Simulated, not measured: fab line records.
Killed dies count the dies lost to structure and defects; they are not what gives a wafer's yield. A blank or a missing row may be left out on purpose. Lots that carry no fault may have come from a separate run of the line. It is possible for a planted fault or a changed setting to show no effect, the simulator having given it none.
Which tool was responsible? | flow berkeley_cmos170 | 21 wafers sampled from 7 lots at 1 step of a route of 331

== WHAT THE GAUGES READ, wafer by wafer ==
UCB170_CONTACT_CD_MEAS_90: target cd 700 nm.
lot  | measured     | on        | cd_nm (nm)
L847 | day 9 08:59  | cd_sem-01 | 700.4 701.5 700.6
L852 | day 9 17:26  | cd_sem-01 | 699.8 700.8 699.3
L854 | day 10 05:53 | cd_sem-02 | 699.2 700.3 698.9
L855 | day 10 17:43 | cd_sem-02 | 700.1 698.9 698.4
L856 | day 10 18:29 | cd_sem-01 | 700.4 699.3 698.6
L860 | day 11 18:24 | cd_sem-02 | 699.3 698.5 698.8
L864 | day 12 12:08 | cd_sem-01 | 701.8 701.2 702.1

== WHAT TOOL EACH LOT RAN ON (gives the tool, then ch and the chambers of the sampled wafers, and finally the start) ==
No process step before these readings appears in the record.

== THE ANSWER, worked out from the rows above alone ==
Rule: usual is defined by the lots themselves. Put in order of their means at a reading, lots are off if they are a third of the lots or fewer, leave a main group of 4 or more, and stand apart from it by a gap of 3 or more times the standard deviation of the main group's means; of several such gaps the widest counts. The tables above print the reading to a certain number of digits; a main group whose means all agree to those digits is not used. A lot without any number at a reading at which 4 lots or more have one is off too. All remaining lots with rows at the step are treated as sound.
No lot is off on any of the readings shown, so nothing can be concluded from this.

== WHAT THE SIMULATOR HAD PUT IN ==
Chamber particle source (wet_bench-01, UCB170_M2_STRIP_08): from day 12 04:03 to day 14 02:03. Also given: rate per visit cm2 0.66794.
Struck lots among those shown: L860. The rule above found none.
